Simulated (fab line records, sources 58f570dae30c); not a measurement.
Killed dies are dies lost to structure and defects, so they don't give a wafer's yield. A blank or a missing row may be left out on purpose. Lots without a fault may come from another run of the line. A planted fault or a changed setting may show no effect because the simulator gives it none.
Which tool did it? | flow berkeley_cmos170 | 12 lots, 36 wafers sampled, at 5 steps of a route of 331

WHAT THE GAUGES READ, wafer by wafer
UCB170_PSD_OVL_MEAS_07.
lot  | measured     | on         | PSD_OVL (nm)
L130 | day 6 17:28  | overlay-01 | -4 2 2
L129 | day 6 17:41  | overlay-01 | 5 -2 -1
L131 | day 7 06:49  | overlay-02 | 1 5 1
L132 | day 7 11:19  | overlay-02 | -6 -6 -4
L133 | day 7 17:40  | overlay-02 | -6 -6 0
L134 | day 7 17:52  | overlay-02 | 5 1 1
L135 | day 8 03:09  | overlay-01 | -6 -7 -5
L136 | day 8 03:10  | overlay-01 | -2 -3 -6
L138 | day 8 09:21  | overlay-02 | -1 -1 0
L140 | day 9 00:59  | overlay-01 | -5 -2 -3
L145 | day 10 08:21 | overlay-01 | -9 -6 -9
L148 | day 10 08:41 | overlay-02 | -7 -10 -12

UCB170_PSD_TW_MEAS_10.
lot  | measured     | on            | PSD_TW
L130 | day 6 17:46  | film_metro-01 | 2299 2299 2299
L129 | day 6 17:59  | film_metro-02 | 2382 2372 2386
L131 | day 7 07:07  | film_metro-04 | 2321 2325 2321
L132 | day 7 11:36  | film_metro-02 | 2362 2373 2359
L133 | day 7 17:56  | film_metro-01 | 2308 2317 2300
L134 | day 7 18:09  | film_metro-02 | 2381 2370 2367
L135 | day 8 03:26  | film_metro-02 | 2352 2357 2366
L136 | day 8 03:28  | film_metro-01 | 2312 2315 2310
L138 | day 8 09:38  | film_metro-02 | 2365 2365 2373
L140 | day 9 01:16  | film_metro-02 | 2383 2370 2374
L145 | day 10 08:38 | film_metro-02 | 2329 2342 2347
L148 | day 10 08:59 | film_metro-02 | 2329 2338 2338

UCB170_NSD_OVL_MEAS_07.
lot  | measured     | on         | NSD_OVL (nm)
L130 | day 6 22:47  | overlay-01 | -8 -6 -4
L129 | day 6 23:02  | overlay-02 | 2 -6 3
L131 | day 7 08:49  | overlay-01 | -6 1 -3
L132 | day 7 12:53  | overlay-01 | -6 -1 -7
L133 | day 7 19:45  | overlay-02 | 3 0 0
L134 | day 7 20:09  | overlay-01 | -9 -7 -7
L135 | day 8 04:45  | overlay-02 | -3 -6 -10
L136 | day 8 05:01  | overlay-01 | -8 -8 -6
L138 | day 8 11:25  | overlay-01 | -12 -8 -10
L140 | day 9 02:55  | overlay-01 | 3 -8 3
L145 | day 10 10:25 | overlay-02 | -3 -9 -3
L148 | day 10 10:56 | overlay-01 | -3 -4 -4

UCB170_CONTACT_CD_MEAS_15: target cd 700 nm.
lot  | measured     | on        | cd_nm (nm)
L130 | day 7 06:52  | cd_sem-02 | 699.9 699.7 699.7
L129 | day 7 07:25  | cd_sem-01 | 699.9 699.4 699.1
L131 | day 7 14:50  | cd_sem-01 | 699.9 699.5 700.2
L132 | day 7 19:46  | cd_sem-02 | 701.7 702.1 701.4
L133 | day 8 02:53  | cd_sem-01 | 697.8 699.5 699.7
L134 | day 8 02:03  | cd_sem-01 | 700.5 700.3 701.4
L135 | day 8 13:14  | cd_sem-02 | 701.9 702.4 702.1
L136 | day 8 12:41  | cd_sem-02 | 699.1 702.1 702.2
L138 | day 8 18:12  | cd_sem-02 | 700.7 698.9 700.0
L140 | day 9 10:29  | cd_sem-02 | 700.6 700.0 700.9
L145 | day 10 17:32 | cd_sem-02 | 701.8 707.8 707.6
L148 | day 10 20:30 | cd_sem-02 | 700.4 699.4 700.3

WHICH TOOL RAN EACH LOT (tool, then ch and the chambers of the sampled wafers, then the start)
lot  | UCB170_CONTACT_EXPOSE_12
L130 | krf_scanner-01 ch 0, day 7 06:26
L129 | krf_scanner-02 ch 0, day 7 06:56
L131 | krf_scanner-01 ch 0, day 7 14:26
L132 | krf_scanner-01 ch 0, day 7 18:57
L133 | krf_scanner-02 ch 0, day 8 02:28
L134 | krf_scanner-01 ch 0, day 8 01:40
L135 | krf_scanner-02 ch 0, day 8 12:14
L136 | krf_scanner-02 ch 0, day 8 11:55
L138 | krf_scanner-01 ch 0, day 8 17:49
L140 | krf_scanner-01 ch 0, day 9 10:06
L145 | krf_scanner-01 ch 0, day 10 16:36
L148 | krf_scanner-02 ch 0, day 10 20:01
- UCB170_CONTACT_EXPOSE_12: exposes mask CONT, target cd 700 nm.

WHAT THE TOOLS THEMSELVES READ (means of the sampled wafers that have a number; where no wafer has one, the mark that the record gives instead)
UCB170_CONTACT_EXPOSE_12.
lot  | tool           | exposure_dose_mJ_cm2
L130 | krf_scanner-01 | 34.97
L129 | krf_scanner-02 | 34.96
L131 | krf_scanner-01 | 34.99
L132 | krf_scanner-01 | 35.01
L133 | krf_scanner-02 | 35.02
L134 | krf_scanner-01 | 34.94
L135 | krf_scanner-02 | 34.97
L136 | krf_scanner-02 | 35.02
L138 | krf_scanner-01 | 34.98
L140 | krf_scanner-01 | 34.98
L145 | krf_scanner-01 | 34.81
L148 | krf_scanner-02 | 34.99

THE ANSWER, worked out from the rows above alone
Rule: what is usual is taken from the lots themselves. Put in order of their means at a reading, lots are off if they are a third of the lots or fewer, leave a main group of 4 or more, and stand apart from it by a gap of 3 or more times the standard deviation of the main group's means; of several such gaps the widest counts. A main group whose means are all the same, to the digits that the tables above print for the reading, isn't used. A lot without any number at a reading at which 4 lots or more have one is off too. The other lots that the step has rows for count as sound. The gauges are gone through in route order, then the tools' own readings, and for those a lot's mean is taken as printed above. The first step at which some lot is off is used, and at that step the reading that is off furthest; a lot without a number counts as furthest.
Off: L145, at UCB170_CONTACT_CD_MEAS_15 (cd_nm). The main group: mean 700.4 nm, standard deviation 0.92.
A tool fits if, at a process step before that reading, it ran every lot that is off, and no sound lot after the first of them. The gauges at UCB170_CONTACT_CD_MEAS_15 aren't tried: what is off there is off at UCB170_CONTACT_EXPOSE_12 too, on other tools, and a gauge's error can't cause that. One fits: krf_scanner-01 at UCB170_CONTACT_EXPOSE_12. Its last sound lot is L140 (day 9 10:06), its first lot that is off L145 (day 10 16:36): a fault that began between those two fits.
The tool's own readings at UCB170_CONTACT_EXPOSE_12 bear it out: on the lots that are off they differ by more than 5 times the standard deviation of the sound lots' means. exposure_dose_mJ_cm2 reads 34.81 there against 34.98 on the sound lots.

WHAT THE SIMULATOR HAD PUT IN
Process parameter drift: krf_scanner-01, from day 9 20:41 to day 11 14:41, at UCB170_CONTACT_EXPOSE_12. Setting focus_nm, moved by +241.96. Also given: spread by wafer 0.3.
Lots struck among those shown: L145. The rule above found the same.
